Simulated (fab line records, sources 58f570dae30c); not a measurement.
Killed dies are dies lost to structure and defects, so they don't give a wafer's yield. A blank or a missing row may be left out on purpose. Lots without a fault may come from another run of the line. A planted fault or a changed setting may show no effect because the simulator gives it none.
Problem report in the 8D (eight disciplines) form, filled by code | flow berkeley_cmos170 | the parts of the form that need people (team, actions taken, sign-off) are left out

1. THE PROBLEM
run_length_s at UCB170_V2_SOFTBAKE_08 reads a mean of 94.65 s on 12 wafers of 4 lots; wafers without a fault read 89.07 s with a standard deviation of 0.16. That is +35 standard deviations from the usual mean.
The step: time 60 s.
First seen on wafer L268.2, day 11 09:47, on litho_track-01. The record holds 48 wafers of 16 lots with a number at this step. Rule for "out", or "out of limits": more than 4 standard deviations from the usual mean. The other wafers with a number count as sound.

2. WHAT IT IS AND WHAT IT IS NOT
question                    | is                     | is not
which readings at this step | run_length_s           | -
which lots                  | L268, L269, L270, L271 | L260, L261, L263, L267, L274, L275, L276, L277, L278, L279, L281, L282
which wafers of those lots  | all that have a number | -
read on which tools         | litho_track-01         | litho_track-03, litho_track-04
when                        | from day 11 09:47      | up to then (12 sound wafers); but 24 sound wafers of L274, L275, L276, L277, L278, L279, L281, L282 came after

3. SUSPECTS, AND WHAT RULES EACH OUT
Counting: a tool at a process step up to the reading stays a suspect if it ran every lot that is out and no sound lot after the first of them.
- litho_track-01 at UCB170_V2_SOFTBAKE_08 (time 60 s): kept. It ran every lot that is out, first L268 (day 11 09:47), and no sound lot after that; its last sound lot up to then is L267 (day 10 08:39). Its own readings are out on those wafers: run_length_s.
Left after counting: litho_track-01 at UCB170_V2_SOFTBAKE_08.

4. THE CAUSE (what the simulator had put in)
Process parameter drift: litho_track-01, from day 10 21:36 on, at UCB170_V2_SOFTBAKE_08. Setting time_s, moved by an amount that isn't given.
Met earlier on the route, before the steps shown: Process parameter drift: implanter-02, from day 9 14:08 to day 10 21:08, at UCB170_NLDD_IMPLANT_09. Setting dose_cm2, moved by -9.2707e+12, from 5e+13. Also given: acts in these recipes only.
Counting left only this tool.

5. THE CHAIN OF EFFECTS, in route order
Each row: a reading whose mean over the struck wafers that have a number lies more than 3 standard deviations from the usual. Only readings for which the record gives a usual standard deviation are gone through. hours: the time from each lot's start at the first step in this table that gives one to its start at this step, as a median over the lots. sigmas: the change in usual standard deviations.
hours | step                  | reading      | usual   | on struck wafers | change | sigmas
0     | UCB170_V2_SOFTBAKE_08 | run_length_s | 89.07 s | 94.65            | +5.58  | +35
The process steps in it:
- UCB170_V2_SOFTBAKE_08: time 60 s.

6. WHAT WOULD HAVE CAUGHT IT SOONER
In this record the first reading out of limits was taken at day 11 09:47, 12 hours after the fault began at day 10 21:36.
